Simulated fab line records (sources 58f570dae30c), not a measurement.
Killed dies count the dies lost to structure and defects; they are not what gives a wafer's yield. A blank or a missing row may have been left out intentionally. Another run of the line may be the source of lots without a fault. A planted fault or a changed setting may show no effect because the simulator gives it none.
2 desks, one fault + flow berkeley_cmos170 + numbers are kept per desk, each desk with only its own; the story behind them comes last

THE METROLOGY DESK
What the gauges read for every lot (on any tool): the sampled wafers with a number, averaged. Marked OUT: a lot whose mean sits more than 4 standard deviations from the usual mean, which makes it out of limits; the brackets give that distance.
Columns: A = cd_nm at UCB170_M3_CD_MEAS_15, usual 700.4 nm; B = M3_OVL at UCB170_M3_OVL_MEAS_16, usual -3 nm; C = cd_nm at UCB170_M3_CD_MEAS_90, usual 700 nm
| lot  | first seen here | A     | B  | C   |
|------|-----------------|-------|----|-----|
| L282 | day 7 20:20     | 698.7 | -8 | 696 |
| L283 | day 8 02:03     | 702.2 | -4 | 705 |
| L291 | day 10 04:30    | 701.9 | -8 | 705 |
| L293 | day 10 22:47    | 699.2 | -8 | 696 |
| L296 | day 12 02:28    | 700.7 | 1  | 702 |
| L299 | day 12 14:21    | 701.2 | 2  | 701 |
Result from this desk: across the 6 lots, nothing is out of limits.

FOR THE TOOL OWNER'S DESK: rie_metal-04
The tool's own readings at UCB170_M3_METAL_ETCH_18 (etches Al in Cl2/BCl3, stops on SiO2, target depth 1170 nm, time 195 s): means of the sampled wafers that have a number, for each lot that ran on this tool. Marked OUT: a lot whose mean sits more than 4 standard deviations from the usual mean, which makes it out of limits; the brackets give that distance.
Columns: A = drypump_motor_current_A at UCB170_M3_METAL_ETCH_18, usual 5.8 A; B = oes_product_au at UCB170_M3_METAL_ETCH_18, usual 0.859 a.u.; C = throttle_valve_pct at UCB170_M3_METAL_ETCH_18, usual 24.43 %
| lot  | first seen here | A   | B     | C     |
|------|-----------------|-----|-------|-------|
| L282 | day 7 20:32     | 5.4 | 0.857 | 24.39 |
| L283 | day 8 02:14     | 5.6 | 0.864 | 24.57 |
| L291 | day 10 04:41    | 5.8 | 0.828 | 24.80 |
| L293 | day 10 22:58    | 5.4 | 0.829 | 24.39 |
Result from this desk: across the 4 lots, nothing is out of limits.

ALL TOGETHER
The metrology desk saw nothing out of limits.
Nothing out of limits was seen by the tool owner's desk.

WHAT THE SIMULATOR HAD INSERTED
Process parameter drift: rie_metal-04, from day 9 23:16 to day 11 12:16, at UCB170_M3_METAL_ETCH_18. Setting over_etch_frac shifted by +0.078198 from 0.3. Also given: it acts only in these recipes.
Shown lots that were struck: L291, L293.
